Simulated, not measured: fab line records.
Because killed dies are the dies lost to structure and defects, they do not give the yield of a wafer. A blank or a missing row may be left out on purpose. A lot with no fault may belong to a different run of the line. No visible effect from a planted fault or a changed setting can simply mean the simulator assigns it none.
fab line records    flow berkeley_cmos170    part 1 of 2: steps 1 to 34 of 44
[record] lots = 5  wafers = 15  last_day = 13
route steps=331 shown SCREENOX@102 NVT@104 PVT@115 GATE@125 FIELD@126 PLDD@145
lots that met no fault: taken from a fault-free run of the same line
start_h: hours from the record's opening day to when the first of the lot's shown wafers began    wait_h: time in hours since the lot's previous step    " as in the row above    L1.1+2: several wafers, shown together as one row    - no value, or no start was given    * or withheld: withheld    < > ~ a bound
route shown NAME@n: NAME is a module with steps in the file, n the number in the route of the first one    usual: mean/standard deviation of fault-free wafers    same: alike in all rows    chamber/n: place in a boat    sites: each site's reading    _std_site: standard deviation across them    _edge_site: the outer-site mean with the inner-site mean subtracted    radius_mm: for every site, how far away it sits from the centre of the wafer    mask NAME#n: copy n    behind: tool/chamber where the wafer was last shaped    hold: what put the lot on hold/how long, in hours/how the hold closed    device: transistor that didn't switch, given as n, p or np    end of line: the tests these same wafers got at the end of their route    a step without rows: its recipe alone    killed: dies lost to structure and defects at the first sort, not the wafer's yield    map: per-die view of a wafer (x killed, . not killed, _ where there is no die)
set.NAME: the setting the step ran with; set.NAME@STEP: the setting that earlier step ran with    model.NAME: the simulator's own value behind a step, which no gauge read
certain route steps with their lots: each step a table, each wafer a row
services: the hour from which a tool's chamber was out of use, counted from the record's first day as start_h (under 0 if before that day), plus the number of hours and why
[[steps]]
[step UCB170_SCREENOX_THK_MEAS_02]
[recipe] reads = SiO2_of_SCREENOX_OXIDATION_01
[usual] SCREENOX_OXIDE_THK = 14.35/0.22
lot.wafer  tool           chamber  start_h  wait_h  SCREENOX_OXIDE_THK[nm]
L081.1     film_metro-02  -        168.32   0.0     14.40
L081.2     "              -        "        "       14.43
L081.5     "              -        "        "       14.33
L084.1     film_metro-02  -        192.41   0.0     14.46
L084.3     "              -        "        "       14.16
L084.6     "              -        "        "       14.15
L087.3     film_metro-01  -        192.49   0.1     14.32
L087.4     "              -        "        "       14.29
L087.5     "              -        "        "       14.48
L092.1     film_metro-02  -        209.71   0.1     14.56
L092.2     "              -        "        "       14.23
L092.5     "              -        "        "       14.31
L096.1     film_metro-02  -        231.27   0.0     14.48
L096.5     "              -        "        "       14.31
L096.6     "              -        "        "       14.18
[step UCB170_SCREENOX_ANNEAL_03]
[recipe] temp_c = 900  time_s = 900  ambient = N2
lot.wafer   tool        chamber  start_h  wait_h
L081.1+2+5  furnace-04  0        172.66   4.3
L084.1+3+6  furnace-01  0        197.13   4.7
L087.3+4+5  furnace-01  0        197.13   4.6
L092.1+2+5  furnace-01  0        215.32   5.6
L096.1+5+6  furnace-04  0        235.16   3.9
[step UCB170_NVT_HMDS_00]
[recipe] prime_time_s = 60  prime_temp_c = 100
lot.wafer   tool            chamber  start_h  wait_h
L081.1+2+5  litho_track-03  0        174.81   0.9
L084.1+3+6  litho_track-03  0        198.38   0.0
L087.3+4+5  litho_track-02  0        198.88   0.5
L092.1+2+5  litho_track-02  0        217.51   0.9
L096.1+5+6  litho_track-03  0        237.80   1.4
[step UCB170_NVT_COAT_01]
[recipe] resist = KrF  spin_rpm = 1500  resist_thk_nm = 900
[usual] spin_speed_rpm = 1499.9/0.93
lot.wafer  tool            chamber  start_h  wait_h  spin_speed_rpm
L081.1     litho_track-03  0        174.96   0.1     1501.0
L081.2     "               0        "        "       1501.5
L081.5     "               0        "        "       1499.5
L084.1     litho_track-03  0        198.53   0.1     1500.1
L084.3     "               0        "        "       1500.1
L084.6     "               0        "        "       1499.8
L087.3     litho_track-02  0        199.03   0.1     1498.6
L087.4     "               0        "        "       1500.3
L087.5     "               0        "        "       1500.0
L092.1     litho_track-02  0        217.66   0.1     1499.9
L092.2     "               0        "        "       1499.9
L092.5     "               0        "        "       1499.1
L096.1     litho_track-03  0        237.95   0.1     1500.2
L096.5     "               0        "        "       1500.2
L096.6     "               0        "        "       1499.8
[step UCB170_NVT_SOFTBAKE_02]
[recipe] resist = KrF  temp_c = 130  time_s = 60
lot.wafer   tool            chamber  start_h  wait_h
L081.1+2+5  litho_track-03  0        175.11   0.1
L084.1+3+6  litho_track-03  0        198.68   0.1
L087.3+4+5  litho_track-02  0        199.18   0.1
L092.1+2+5  litho_track-02  0        217.81   0.1
L096.1+5+6  litho_track-03  0        238.10   0.1
[step UCB170_NVT_EXPOSE_03]
[recipe] mask_id = PWELL  target_cd_nm = 3000  na = 0.5  sigma_outer = 0.6  source_shape = conventional  dose_mj = 30
[same] sigma_outer = 0.6
lot.wafer   tool            chamber  start_h  wait_h  mask
L081.1+2+5  krf_scanner-02  0        175.53   0.4     PWELL#0
L084.1+3+6  krf_scanner-02  0        198.94   0.2     PWELL#0
L087.3+4+5  krf_scanner-02  0        199.32   0.1     PWELL#0
L092.1+2+5  krf_scanner-02  0        217.98   0.1     PWELL#0
L096.1+5+6  krf_scanner-02  0        238.25   0.1     PWELL#0
[step UCB170_NVT_PEB_04]
[recipe] peb_temp_c = 130  peb_time_s = withheld  resist = KrF
lot.wafer   tool            chamber  start_h  wait_h
L081.1+2+5  litho_track-02  0        176.22   0.7
L084.1+3+6  litho_track-03  0        199.55   0.6
L087.3+4+5  litho_track-03  0        200.33   1.0
L092.1+2+5  litho_track-02  0        218.69   0.7
L096.1+5+6  litho_track-03  0        238.97   0.7
[step UCB170_NVT_DEVELOP_05]
[recipe] developer = TMAH  develop_time_s = 45  resist = KrF  dev_temp_c = 21
lot.wafer   tool            chamber  start_h  wait_h
L081.1+2+5  litho_track-02  0        -        -
L084.1+3+6  litho_track-03  0        -        -
L087.3+4+5  litho_track-03  0        -        -
L092.1+2+5  litho_track-02  0        -        -
L096.1+5+6  litho_track-03  0        -        -
[step UCB170_NVT_OVL_MEAS_06]
[usual] NVT_OVL = -2/4.7
lot.wafer  tool        chamber  start_h  wait_h  NVT_OVL[nm]
L081.1     overlay-01  -        176.49   -       -5
L081.2     "           -        "        "       -5
L081.5     "           -        "        "       -7
L084.1     overlay-02  -        199.83   -       -6
L084.3     "           -        "        "       -3
L084.6     "           -        "        "       -3
L087.3     overlay-02  -        200.56   -       5
L087.4     "           -        "        "       4
L087.5     "           -        "        "       1
L092.1     overlay-02  -        218.96   -       4
L092.2     "           -        "        "       -1
L092.5     "           -        "        "       -3
L096.1     overlay-01  -        239.25   -       -6
L096.5     "           -        "        "       -8
L096.6     "           -        "        "       5
[step UCB170_NVT_IMPLANT_07]
[recipe] species = BF2  dose_cm2 = 3e+12  energy_kev = 50  tilt_deg = 7
[usual] tilt_deg = 6.996/0.021
lot.wafer  tool          chamber  start_h  wait_h  tilt_deg
L081.1     implanter-01  0        176.62   0.1     6.984
L081.2     "             0        "        "       7.001
L081.5     "             0        "        "       6.973
L084.1     implanter-04  0        199.86   0.0     7.012
L084.3     "             0        "        "       6.988
L084.6     "             0        "        "       6.983
L087.3     implanter-02  0        200.64   0.1     6.981
L087.4     "             0        "        "       6.973
L087.5     "             0        "        "       6.971
L092.1     implanter-02  0        219.00   0.0     6.965
L092.2     "             0        "        "       7.003
L092.5     "             0        "        "       6.966
L096.1     implanter-01  0        239.58   0.3     7.018
L096.5     "             0        "        "       6.973
L096.6     "             0        "        "       6.969
[step UCB170_NVT_STRIP_08]
[recipe] chemistry = O2  power_w = 400  pressure_mtorr = 3500  platen_temp_c = withheld  o2_flow_sccm = 400  overash_fraction = 0.5
[usual] drypump_motor_current_A = 5.90/0.3  oes_product_au = 0.734/0.0043  strip_time_to_endpoint_s = 21.66/0.065
lot.wafer  tool             chamber  start_h  wait_h  drypump_motor_current_A  oes_product_au  rf_hours_counter_h  strip_time_to_endpoint_s
L081.1     plasma_asher-03  0        176.77   0.1     6.32                     0.731           43                  21.62
L081.2     "                1        "        "       5.62                     0.732           43                  21.60
L081.5     "                1        "        "       5.61                     0.731           -                   21.67
L084.1     plasma_asher-02  0        200.01   0.1     5.86                     0.733           11                  21.68
L084.3     "                0        "        "       5.85                     0.739           -                   21.71
L084.6     "                0        "        "       5.88                     0.744           -                   21.73
L087.3     plasma_asher-02  0        200.77   0.1     5.87                     0.747           -                   21.70
L087.4     "                1        "        "       6.08                     0.742           -                   21.68
L087.5     "                1        "        "       6.10                     0.733           -                   21.66
L092.1     plasma_asher-02  0        219.15   0.1     5.88                     0.733           14                  21.54
L092.2     "                1        "        "       6.10                     0.740           14                  21.56
L092.5     "                1        "        "       6.11                     0.726           -                   21.56
L096.1     plasma_asher-02  0        239.73   0.1     5.86                     0.735           17                  21.66
L096.5     "                0        "        "       5.86                     0.740           -                   21.62
L096.6     "                1        "        "       6.12                     0.731           -                   21.64
[step UCB170_NVT_TW_MEAS_09]
[usual] NVT_TW = 530/7.3
lot.wafer  tool           chamber  start_h  wait_h  NVT_TW
L081.1     film_metro-01  -        176.87   0.1     519
L081.2     "              -        "        "       516
L081.5     "              -        "        "       519
L084.1     film_metro-04  -        200.12   0.1     538
L084.3     "              -        "        "       541
L084.6     "              -        "        "       541
L087.3     film_metro-03  -        200.86   0.1     528
L087.4     "              -        "        "       528
L087.5     "              -        "        "       528
L092.1     film_metro-03  -        219.25   0.1     532
L092.2     "              -        "        "       526
L092.5     "              -        "        "       528
L096.1     film_metro-04  -        239.83   0.1     535
L096.5     "              -        "        "       535
L096.6     "              -        "        "       535
[step UCB170_NVT_CLEAN_10]
[recipe] chemistry = SPM  temp_c = 120  time_s = 600
[usual] bath_guard_temp_C = 119.8/0.41
lot.wafer  tool          chamber  start_h  wait_h  bath_guard_temp_C
L081.1     wet_bench-01  1        177.42   0.5     119.8
L081.2     "             1        "        "       119.5
L081.5     "             1        "        "       119.6
L084.1     wet_bench-01  2        200.18   0.1     120.0
L084.3     "             2        "        "       120.2
L084.6     "             2        "        "       120.0
L087.3     wet_bench-01  3        200.90   0.0     120.2
L087.4     "             3        "        "       120.1
L087.5     "             3        "        "       120.3
L092.1     wet_bench-01  0        219.31   0.1     119.2
L092.2     "             0        "        "       119.1
L092.5     "             0        "        "       119.4
L096.1     wet_bench-02  2        240.81   1.0     120.2
L096.5     "             2        "        "       120.3
L096.6     "             2        "        "       119.8
[step UCB170_PVT_HMDS_00]
[recipe] prime_time_s = 60  prime_temp_c = 100
lot.wafer   tool            chamber  start_h  wait_h
L081.1+2+5  litho_track-03  0        178.05   0.5
L084.1+3+6  litho_track-02  0        201.63   1.3
L087.3+4+5  litho_track-03  0        202.33   1.3
L092.1+2+5  litho_track-03  0        220.49   1.0
L096.1+5+6  litho_track-03  0        241.30   0.3
[step UCB170_PVT_COAT_01]
[recipe] resist = KrF  spin_rpm = 1500  resist_thk_nm = 900
[usual] spin_speed_rpm = 1500.0/1
lot.wafer  tool            chamber  start_h  wait_h  spin_speed_rpm
L081.1     litho_track-03  0        178.20   0.1     1501.5
L081.2     "               0        "        "       1499.9
L081.5     "               0        "        "       1500.8
L084.1     litho_track-02  0        201.78   0.1     1499.1
L084.3     "               0        "        "       1501.0
L084.6     "               0        "        "       1499.2
L087.3     litho_track-03  0        202.48   0.1     1498.2
L087.4     "               0        "        "       1499.2
L087.5     "               0        "        "       1499.7
L092.1     litho_track-03  0        220.64   0.1     1500.5
L092.2     "               0        "        "       1499.7
L092.5     "               0        "        "       1500.3
L096.1     litho_track-03  0        241.45   0.1     1499.5
L096.5     "               0        "        "       1501.3
L096.6     "               0        "        "       1501.4
[step UCB170_PVT_SOFTBAKE_02]
[recipe] resist = KrF  temp_c = 130  time_s = 60
lot.wafer   tool            chamber  start_h  wait_h
L081.1+2+5  litho_track-03  0        178.35   0.1
L084.1+3+6  litho_track-02  0        201.93   0.1
L087.3+4+5  litho_track-03  0        202.63   0.1
L092.1+2+5  litho_track-03  0        220.79   0.1
L096.1+5+6  litho_track-03  0        241.60   0.1
[step UCB170_PVT_EXPOSE_03]
[recipe] mask_id = NWELL  target_cd_nm = 3000  na = 0.5  sigma_outer = 0.6  source_shape = conventional  dose_mj = 30
[same] sigma_outer = 0.6
lot.wafer   tool            chamber  start_h  wait_h  mask
L081.1+2+5  krf_scanner-01  0        178.73   0.4     NWELL#0
L084.1+3+6  krf_scanner-02  0        -        -       NWELL#0
L087.3+4+5  krf_scanner-02  0        202.77   0.1     NWELL#0
L092.1+2+5  krf_scanner-02  0        -        -       NWELL#0
L096.1+5+6  krf_scanner-02  0        241.75   0.1     NWELL#0
[step UCB170_PVT_PEB_04]
[recipe] peb_temp_c = 130  peb_time_s = withheld  resist = KrF
lot.wafer   tool            chamber  start_h  wait_h
L081.1+2+5  litho_track-03  0        179.50   0.7
L084.1+3+6  litho_track-01  0        -        -
L087.3+4+5  litho_track-03  0        203.68   0.9
L092.1+2+5  litho_track-01  0        -        -
L096.1+5+6  litho_track-03  0        242.65   0.9
[step UCB170_PVT_DEVELOP_05]
[recipe] developer = TMAH  develop_time_s = 45  resist = KrF  dev_temp_c = 21
lot.wafer   tool            chamber  start_h  wait_h
L081.1+2+5  litho_track-03  0        -        -
L084.1+3+6  litho_track-01  0        -        -
L087.3+4+5  litho_track-03  0        -        -
L092.1+2+5  litho_track-01  0        -        -
L096.1+5+6  litho_track-03  0        -        -
[step UCB170_PVT_OVL_MEAS_06]
[usual] PVT_OVL = -2/6.2
lot.wafer  tool        chamber  start_h  wait_h  PVT_OVL[nm]
L081.1     overlay-01  -        179.77   -       -3
L081.2     "           -        "        "       1
L081.5     "           -        "        "       -3
L084.1     overlay-02  -        203.59   -       -1
L084.3     "           -        "        "       -7
L084.6     "           -        "        "       -10
L087.3     overlay-02  -        203.91   -       -8
L087.4     "           -        "        "       -9
L087.5     "           -        "        "       -1
L092.1     overlay-01  -        222.41   -       -11
L092.2     "           -        "        "       -9
L092.5     "           -        "        "       -12
L096.1     overlay-02  -        242.92   -       -9
L096.5     "           -        "        "       0
L096.6     "           -        "        "       6
[step UCB170_PVT_IMPLANT_07]
[recipe] species = P  dose_cm2 = 1.957e+12  energy_kev = 30  tilt_deg = 7
[usual] tilt_deg = 6.999/0.02
lot.wafer  tool          chamber  start_h  wait_h  tilt_deg
L081.1     implanter-03  0        179.81   0.0     7.008
L081.2     "             0        "        "       7.000
L081.5     "             0        "        "       7.021
L084.1     implanter-03  0        203.63   0.0     7.006
L084.3     "             0        "        "       7.010
L084.6     "             0        "        "       7.013
L087.3     implanter-04  0        203.99   0.1     6.976
L087.4     "             0        "        "       7.012
L087.5     "             0        "        "       6.965
L092.1     implanter-02  0        222.45   0.0     7.021
L092.2     "             0        "        "       6.978
L092.5     "             0        "        "       6.986
L096.1     implanter-03  0        242.96   0.0     7.027
L096.5     "             0        "        "       7.036
L096.6     "             0        "        "       6.987
[step UCB170_PVT_STRIP_08]
[recipe] chemistry = O2  power_w = 400  pressure_mtorr = 3500  platen_temp_c = withheld  o2_flow_sccm = 400  overash_fraction = 0.5
[usual] drypump_motor_current_A = 5.8/0.36  oes_product_au = 0.734/0.0047  strip_time_to_endpoint_s = 21.64/0.065
lot.wafer  tool             chamber  start_h  wait_h  drypump_motor_current_A  oes_product_au  rf_hours_counter_h  strip_time_to_endpoint_s
L081.1     plasma_asher-03  1        179.96   0.1     5.6                      0.739           44                  21.59
L081.2     "                0        "        "       6.3                      0.730           44                  21.67
L081.5     "                0        "        "       6.3                      0.735           -                   21.65
L084.1     plasma_asher-03  0        203.78   0.1     6.3                      0.734           47                  21.74
L084.3     "                1        "        "       5.6                      0.730           -                   21.67
L084.6     "                0        "        "       6.3                      0.741           -                   21.67
L087.3     plasma_asher-01  0        204.12   0.1     5.2                      0.736           -                   21.66
L087.4     "                1        "        "       5.7                      0.734           -                   21.60
L087.5     "                0        "        "       5.2                      0.738           -                   21.69
L092.1     plasma_asher-03  1        222.60   0.1     5.6                      0.736           50                  21.64
L092.2     "                0        "        "       6.3                      0.737           50                  21.77
L092.5     "                0        "        "       6.2                      0.740           -                   21.69
L096.1     plasma_asher-01  1        243.11   0.1     5.7                      0.736           52                  21.71
L096.5     "                1        "        "       5.7                      0.735           -                   21.64
L096.6     "                0        "        "       5.2                      0.736           -                   21.70
[step UCB170_PVT_TW_MEAS_09]
[usual] PVT_TW = 507/8.5
lot.wafer  tool           chamber  start_h  wait_h  PVT_TW
L081.1     film_metro-04  -        180.06   0.1     522
L081.2     "              -        "        "       522
L081.5     "              -        "        "       522
L084.1     film_metro-01  -        203.88   0.1     500
L084.3     "              -        "        "       500
L084.6     "              -        "        "       498
L087.3     film_metro-01  -        204.21   0.1     499
L087.4     "              -        "        "       500
L087.5     "              -        "        "       502
L092.1     film_metro-02  -        222.70   0.1     508
L092.2     "              -        "        "       509
L092.5     "              -        "        "       511
L096.1     film_metro-01  -        243.21   0.1     496
L096.5     "              -        "        "       496
L096.6     "              -        "        "       495
[step UCB170_GATE_WET_ETCH_00]
[recipe] chemistry = dHF  dilution = 25:1  target = SiO2  temp_c = 25  time_s = 200
lot.wafer   tool          chamber  start_h  wait_h
L081.1+2+5  wet_bench-02  3        180.12   0.1
L084.1+3+6  wet_bench-03  3        203.94   0.1
L087.3+4+5  wet_bench-03  1        204.49   0.3
L092.1+2+5  wet_bench-03  0        223.00   0.3
L096.1+5+6  wet_bench-02  0        243.27   0.1
[step UCB170_FIELD_THK_MEAS_91]
[recipe] reads = SiO2_of_FIELD_OXIDATION_01
[usual] FIELD_OXIDE_LEFT_2_THK = 353/10
lot.wafer  tool           chamber  start_h  wait_h  FIELD_OXIDE_LEFT_2_THK[nm]
L081.1     film_metro-04  -        180.18   0.0     366
L081.2     "              -        "        "       371
L081.5     "              -        "        "       366
L084.1     film_metro-01  -        204.00   0.0     343
L084.3     "              -        "        "       347
L084.6     "              -        "        "       351
L087.3     film_metro-01  -        204.58   0.0     340
L087.4     "              -        "        "       343
L087.5     "              -        "        "       342
L092.1     film_metro-02  -        223.06   0.0     361
L092.2     "              -        "        "       364
L092.5     "              -        "        "       356
L096.1     film_metro-02  -        243.33   0.0     364
L096.5     "              -        "        "       366
L096.6     "              -        "        "       357
[step UCB170_GATE_OXIDATION_01]
[recipe] temp_c = 850  ambient = O2  target_thk_a = 66  ox_time_s = 1800
lot.wafer   tool        chamber  start_h  wait_h
L081.1+2+5  furnace-04  0        186.41   6.2
L084.1+3+6  furnace-04  0        206.53   2.5
L087.3+4+5  furnace-04  0        206.53   1.9
L092.1+2+5  furnace-04  0        223.73   0.7
L096.1+5+6  furnace-04  0        245.94   2.6
[step UCB170_GATE_THK_MEAS_02]
[recipe] reads = SiO2_of_GATE_OXIDATION_01
[usual] GATE_OXIDE_THK = 6.53/0.11
lot.wafer  tool           chamber  start_h  wait_h  GATE_OXIDE_THK[nm]
L081.1     film_metro-03  -        187.97   0.1     6.53
L081.2     "              -        "        "       6.41
L081.5     "              -        "        "       6.41
L084.1     film_metro-02  -        208.03   0.0     6.63
L084.3     "              -        "        "       6.46
L084.6     "              -        "        "       6.60
L087.3     film_metro-02  -        208.11   0.1     6.45
L087.4     "              -        "        "       6.51
L087.5     "              -        "        "       6.36
L092.1     film_metro-04  -        225.23   0.0     6.47
L092.2     "              -        "        "       6.34
L092.5     "              -        "        "       6.53
L096.1     film_metro-02  -        247.44   0.0     6.48
L096.5     "              -        "        "       6.56
L096.6     "              -        "        "       6.55
[step UCB170_GATE_ANNEAL_03]
[recipe] temp_c = 900  time_s = 1800  ambient = N2
lot.wafer   tool        chamber  start_h  wait_h
L081.1+2+5  furnace-04  0        192.41   4.4
L084.1+3+6  furnace-01  0        212.47   4.4
L087.3+4+5  furnace-01  0        212.47   4.4
L092.1+2+5  furnace-01  0        228.11   2.9
L096.1+5+6  furnace-04  0        254.21   6.8
[step UCB170_GATE_CVD_04]
[recipe] material = poly-Si  temp_c = 610  precursor = SiH4  time_s = 1440  pressure_mtorr = 375  target_thk_nm = 214  sih4_flow_sccm = 120
lot.wafer   tool      chamber  start_h  wait_h
L081.1+2+5  lpcvd-02  0        193.91   0.0
L084.1+3+6  lpcvd-02  1        213.97   0.0
L087.3+4+5  lpcvd-02  0        213.97   0.0
L092.1+2+5  lpcvd-01  1        229.61   0.0
L096.1+5+6  lpcvd-02  1        255.71   0.0
[step UCB170_GATE_THK_MEAS_05]
[recipe] reads = poly-Si_of_GATE_CVD_04
[usual] GATE_POLY_THK = 213.6/1.7
lot.wafer  tool           chamber  start_h  wait_h  GATE_POLY_THK[nm]
L081.1     film_metro-02  -        195.31   0.0     212.9
L081.2     "              -        "        "       211.6
L081.5     "              -        "        "       213.8
L087.3     film_metro-04  -        215.40   0.0     214.9
L087.4     "              -        "        "       214.8
L087.5     "              -        "        "       216.0
L084.1     film_metro-04  -        215.44   0.1     214.5
L084.3     "              -        "        "       213.3
L084.6     "              -        "        "       212.6
L092.1     film_metro-02  -        231.13   0.1     211.3
L092.2     "              -        "        "       210.0
L092.5     "              -        "        "       211.0
L096.1     film_metro-02  -        257.11   0.0     212.3
L096.5     "              -        "        "       212.8
L096.6     "              -        "        "       211.8
[step UCB170_GATE_COAT_06]
[recipe] resist = BARC  temp_c = withheld  time_s = withheld  spin_rpm = 3000  resist_thk_nm = withheld
[usual] spin_speed_rpm = 3000.4/2.2
lot.wafer  tool            chamber  start_h  wait_h  spin_speed_rpm
L081.1     litho_track-01  0        195.75   0.4     3003.6
L081.2     "               0        "        "       2997.6
L081.5     "               0        "        "       3001.5
L087.3     litho_track-04  0        215.49   0.1     3004.0
L087.4     "               0        "        "       3002.1
L087.5     "               0        "        "       3002.7
L084.1     litho_track-03  0        216.24   0.8     3000.4
L084.3     "               0        "        "       2998.8
L084.6     "               0        "        "       3004.3
L092.1     litho_track-01  0        231.84   0.7     3003.4
L092.2     "               0        "        "       2997.4
L092.5     "               0        "        "       2999.2
L096.1     litho_track-03  0        258.07   0.9     3000.6
L096.5     "               0        "        "       3000.0
L096.6     "               0        "        "       2996.3
[step UCB170_GATE_COAT_07]
[recipe] resist = KrF  spin_rpm = 1511  resist_thk_nm = 900
[usual] spin_speed_rpm = 1511.0/0.98
lot.wafer  tool            chamber  start_h  wait_h  spin_speed_rpm
L081.1     litho_track-01  0        -        -       1511.5
L081.2     "               0        "        "       1511.2
L081.5     "               0        "        "       1511.5
L087.3     litho_track-04  0        -        -       1510.6
L087.4     "               0        "        "       1509.3
L087.5     "               0        "        "       1509.5
L084.1     litho_track-03  0        -        -       1509.9
L084.3     "               0        "        "       1511.7
L084.6     "               0        "        "       1511.7
L092.1     litho_track-01  0        -        -       1512.7
L092.2     "               0        "        "       1509.8
L092.5     "               0        "        "       1509.8
L096.1     litho_track-03  0        -        -       1510.3
L096.5     "               0        "        "       1508.6
L096.6     "               0        "        "       1510.4
[step UCB170_GATE_SOFTBAKE_08]
[recipe] resist = KrF  temp_c = 130  time_s = 60
lot.wafer   tool            chamber  start_h  wait_h
L081.1+2+5  litho_track-01  0        -        -
L087.3+4+5  litho_track-04  0        -        -
L084.1+3+6  litho_track-03  0        -        -
L092.1+2+5  litho_track-01  0        -        -
L096.1+5+6  litho_track-03  0        -        -
[step UCB170_GATE_EXPOSE_09]
[recipe] mask_id = POLY  target_cd_nm = 350  na = 0.5  sigma_outer = 0.6  source_shape = conventional  dose_mj = 21
[same] sigma_outer = 0.6
lot.wafer   tool            chamber  start_h  wait_h  mask
L081.1+2+5  krf_scanner-02  0        196.81   -       POLY#0
L087.3+4+5  krf_scanner-02  0        -        -       POLY#0
L084.1+3+6  krf_scanner-02  0        -        -       POLY#0
L092.1+2+5  krf_scanner-02  0        232.32   -       POLY#0
L096.1+5+6  krf_scanner-02  0        258.52   -       POLY#0
